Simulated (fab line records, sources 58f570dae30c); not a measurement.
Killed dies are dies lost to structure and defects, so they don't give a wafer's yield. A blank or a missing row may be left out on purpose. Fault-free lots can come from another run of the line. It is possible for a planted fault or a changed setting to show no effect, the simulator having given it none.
Split-lot trial -- flow berkeley cmos170 -- on a route of 331 steps: 5 lots, 23 wafers read

## THE SPLIT
At UCB170_PWELL_IMPLANT_15, the setting energy kev was moved away from the recipe's 60 on 8 of the 23 wafers read, by -5.9% to +5.1%. All remaining wafers had this setting at the recipe value.

The reading comes from the split's own step.

## THE READING
In nm, at UCB170_PWELL_IMPLANT_15: implant.drp nm, which is the simulator's own figure and was read by no gauge. No usual value for it is given in the file.

wafer,"tool, chamber at the split",energy kev as run,against the recipe,"implant.drp nm, nm",against lot-mates on the recipe
L075.1,"implanter-02, 0",60,recipe,64.7,-
L075.5,"implanter-02, 0",60,recipe,64.7,-
L075.2,"implanter-02, 0",56.45,-5.9%,62.62,-2.08
L075.3,"implanter-02, 0",56.45,-5.9%,62.62,-2.08
L075.6,"implanter-02, 0",56.45,-5.9%,62.62,-2.08
L077.1,"implanter-02, 0",60,recipe,64.7,-
L077.2,"implanter-02, 0",60,recipe,64.7,-
L077.3,"implanter-02, 0",60,recipe,64.7,-
L077.4,"implanter-02, 0",60,recipe,64.7,-
L077.5,"implanter-02, 0",60,recipe,64.7,-
L079.2,"implanter-03, 0",60,recipe,64.7,-
L079.3,"implanter-03, 0",60,recipe,64.7,-
L079.4,"implanter-03, 0",60,recipe,64.7,-
L083.1,"implanter-01, 0",60,recipe,64.7,-
L083.2,"implanter-01, 0",60,recipe,64.7,-
L083.4,"implanter-01, 0",60,recipe,64.7,-
L083.3,"implanter-01, 0",63.05,+5.1%,66.4,+1.70
L083.5,"implanter-01, 0",63.05,+5.1%,66.4,+1.70
L084.1,"implanter-01, 0",60,recipe,64.7,-
L084.5,"implanter-01, 0",60,recipe,64.7,-
L084.2,"implanter-01, 0",57.4,-4.3%,63.19,-1.51
L084.3,"implanter-01, 0",57.4,-4.3%,63.19,-1.51
L084.4,"implanter-01, 0",57.4,-4.3%,63.19,-1.51

THE FIT
A straight line over all 23 wafers: implant.drp nm changes by +0.345 nm for each +1% of energy kev; r = +1.00; the points scatter about the line by 0.019 nm.
The same after taking each lot's own level away (the mean of its wafers on the recipe; 23 wafers): +0.345 nm for each +1%; r = +1.00; scatter 0.019 nm.
According to that fit, moving energy kev by its largest amount changes the reading by 2 nm.
The lots' own levels span 64.700 to 64.700 nm.
The two slopes agree, so the slope changes little with the lot-to-lot level.
Check: for one of the wafers moved furthest among these (-5.9%), held out of the fit, the line's prediction against its lot-mates is -2.05 nm. Against them it came out at -2.08 nm.

## THE OTHER SPLITS THESE WAFERS WENT THROUGH
Before the reading, these wafers also passed through other splits. Each is held against what the fit with the lots' levels taken away leaves over:
other split on the same wafers,wafers away from the commonest value,r with implant.drp nm (lot level and that fit taken away)
UCB170_PWELL_OXIDATION_02 temp c,18,+0.09

## THE WHOLE CHAIN: every reading that the file lists as answering this split, in the file's order
step,what it does,reading,change (the file's fit),r (the file's)
UCB170_PWELL_IMPLANT_15,,"implant.rp nm (the simulator's own value, which no gauge read)",+1.96 nm for each +1% of the setting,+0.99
UCB170_PWELL_IMPLANT_15,,"implant.drp nm (the simulator's own value, which no gauge read)",+0.345 nm for each +1% of the setting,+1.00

## FILE'S OWN FIT
implant.drp nm changes by +0.345 nm for each +1% of energy kev, r = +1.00.
